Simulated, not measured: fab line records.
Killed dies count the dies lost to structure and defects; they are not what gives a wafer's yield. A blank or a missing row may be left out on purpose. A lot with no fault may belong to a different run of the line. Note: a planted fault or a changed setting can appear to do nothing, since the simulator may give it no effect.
What tool caused it? ; flow berkeley_cmos170 ; 13 lots, 39 wafers sampled, at 4 steps of a route of 331

## WHAT EACH GAUGE READ, for each wafer
UCB170_PVT_OVL_MEAS_06.
lot;measured;on;PVT_OVL (nm)
L870;day 5 20:31;overlay-02;-9 -13 -2
L871;day 6 10:35;overlay-01;5 1 2
L872;day 6 11:39;overlay-01;1 8 -4
L873;day 6 11:56;overlay-01;12 -2 6
L875;day 6 19:37;overlay-01;9 2 1
L880;day 7 11:22;overlay-01;-1 -8 -11
L877;day 7 11:35;overlay-01;0 -2 1
L878;day 7 11:54;overlay-02;3 3 2
L879;day 7 12:35;overlay-02;-2 -8 1
L881;day 7 19:15;overlay-01;-11 -3 8
L882;day 8 06:39;overlay-01;14 7 5
L888;day 9 14:05;overlay-02;5 8 3
L893;day 10 13:52;overlay-02;-5 6 3

UCB170_SPACER_THK_MEAS_01.
lot;measured;on;SPACER_TEOS_THK (nm)
L870;day 6 17:47;film_metro-04;379 390 387
L871;day 7 03:57;film_metro-02;383 386 385
L872;day 7 04:25;film_metro-02;389 386 392
L873;day 7 04:13;film_metro-03;385 382 391
L875;day 7 14:16;film_metro-03;379 377 388
L880;day 8 03:29;film_metro-02;389 386 388
L877;day 8 03:38;film_metro-04;383 378 386
L878;day 8 03:50;film_metro-03;378 386 385
L879;day 8 03:07;film_metro-02;384 382 389
L881;day 8 13:58;film_metro-04;387 391 395
L882;day 9 00:15;film_metro-03;382 386 389
L888;day 10 07:14;film_metro-03;493 372 374
L893;day 11 07:32;film_metro-04;382 384 390

## TOOL THAT RAN EACH LOT (tool first, then ch and the chambers of the sampled wafers, then the start)
lot;UCB170_PLDD_STRIP_10;UCB170_SPACER_CVD_00
L870;plasma_asher-01 ch 0,1, day 6 12:13;pecvd-01 ch 0,1,2, day 6 17:44
L871;plasma_asher-03 ch 1, day 7 01:08;pecvd-03 ch 0,1,2, day 7 03:54
L872;plasma_asher-03 ch 0,1, day 7 01:31;pecvd-03 ch 0,2, day 7 04:22
L873;plasma_asher-01 ch 0,1, day 7 01:25;pecvd-01 ch 0,1, day 7 04:10
L875;plasma_asher-03 ch 0,1, day 7 11:04;pecvd-03 ch 0,1,2, day 7 14:13
L880;plasma_asher-02 ch 0,1, day 8 01:09;pecvd-02 ch 0,2, day 8 03:25
L877;plasma_asher-03 ch 0,1, day 8 01:11;pecvd-01 ch 1,2, day 8 03:35
L878;plasma_asher-02 ch 1, day 8 01:17;pecvd-03 ch 0,2, day 8 03:47
L879;plasma_asher-03 ch 0,1, day 8 00:50;pecvd-03 ch 0,1,2, day 8 03:04
L881;plasma_asher-03 ch 0, day 8 10:20;pecvd-03 ch 0,2, day 8 13:54
L882;plasma_asher-01 ch 0,1, day 8 21:46;pecvd-03 ch 0,2, day 9 00:11
L888;plasma_asher-02 ch 0,1, day 10 05:07;pecvd-03 ch 0,2, day 10 07:12
L893;plasma_asher-02 ch 0,1, day 11 03:41;pecvd-02 ch 1,2, day 11 07:29
- UCB170_PLDD_STRIP_10: strips in O2.
- UCB170_SPACER_CVD_00: deposits SiO2 from TEOS/O2, target thk 376 nm, time 48.07 s.

## AS READ BY THE TOOLS THEMSELVES (means over the sampled wafers that have a number; for cases with no such wafer, the mark the record gives instead)
UCB170_PLDD_STRIP_10.
lot;tool;drypump_motor_current_A (A);oes_product_au (a.u.);strip_time_to_endpoint_s (s)
L870;plasma_asher-01;5.3;0.735;21.64
L871;plasma_asher-03;4.9;0.735;21.66
L872;plasma_asher-03;5.1;0.733;21.68
L873;plasma_asher-01;5.3;0.731;21.68
L875;plasma_asher-03;5.4;0.739;21.57
L880;plasma_asher-02;5.4;0.732;21.72
L877;plasma_asher-03;5.4;0.742;21.63
L878;plasma_asher-02;6.1;0.736;21.76
L879;plasma_asher-03;5.4;0.735;21.74
L881;plasma_asher-03;5.6;0.734;21.65
L882;plasma_asher-01;5.3;0.729;21.78
L888;plasma_asher-02;5.8;0.739;21.67
L893;plasma_asher-02;5.8;0.733;21.72

UCB170_SPACER_CVD_00.
lot;tool;heater_power_w (W)
L870;pecvd-01;273
L871;pecvd-03;262
L872;pecvd-03;328
L873;pecvd-01;262
L875;pecvd-03;276
L880;pecvd-02;272
L877;pecvd-01;242
L878;pecvd-03;288
L879;pecvd-03;231
L881;pecvd-03;293
L882;pecvd-03;301
L888;pecvd-03;288
L893;pecvd-02;237

## THE ANSWER, worked out from the rows above alone
Rule: the lots themselves supply what counts as usual. The widest of any qualifying gaps counts: lots, ordered by their means at a reading, are off when they make up no more than a third of the lots, leave a main group of 4 or more, and stand apart from it by 3 or more times the standard deviation of that group's means. If all means in a main group match to the digits the tables above print for the reading, that group is not used. A lot without any number at a reading at which 4 lots or more have one is off too. All remaining lots with rows at the step are treated as sound. After the gauges, taken in route order, come the tools' own readings; for these a lot's mean is taken, as printed above. At the first step where some lot is off, the reading lying furthest off is the one used; lots without a number count as furthest.
Off: L888, seen at UCB170_SPACER_THK_MEAS_01 (SPACER_TEOS_THK). Mean 386 nm and standard deviation 2.6 in the main group.
A tool fits if, at a process step before that reading, it ran every lot that is off, and no sound lot after the first of them. The gauges at UCB170_SPACER_THK_MEAS_01 are tried like those tools. Can't be told from this: 2 tools fit, pecvd-03 at UCB170_SPACER_CVD_00, film_metro-03 at UCB170_SPACER_THK_MEAS_01.

## WHAT THE SIMULATOR HAD INSERTED
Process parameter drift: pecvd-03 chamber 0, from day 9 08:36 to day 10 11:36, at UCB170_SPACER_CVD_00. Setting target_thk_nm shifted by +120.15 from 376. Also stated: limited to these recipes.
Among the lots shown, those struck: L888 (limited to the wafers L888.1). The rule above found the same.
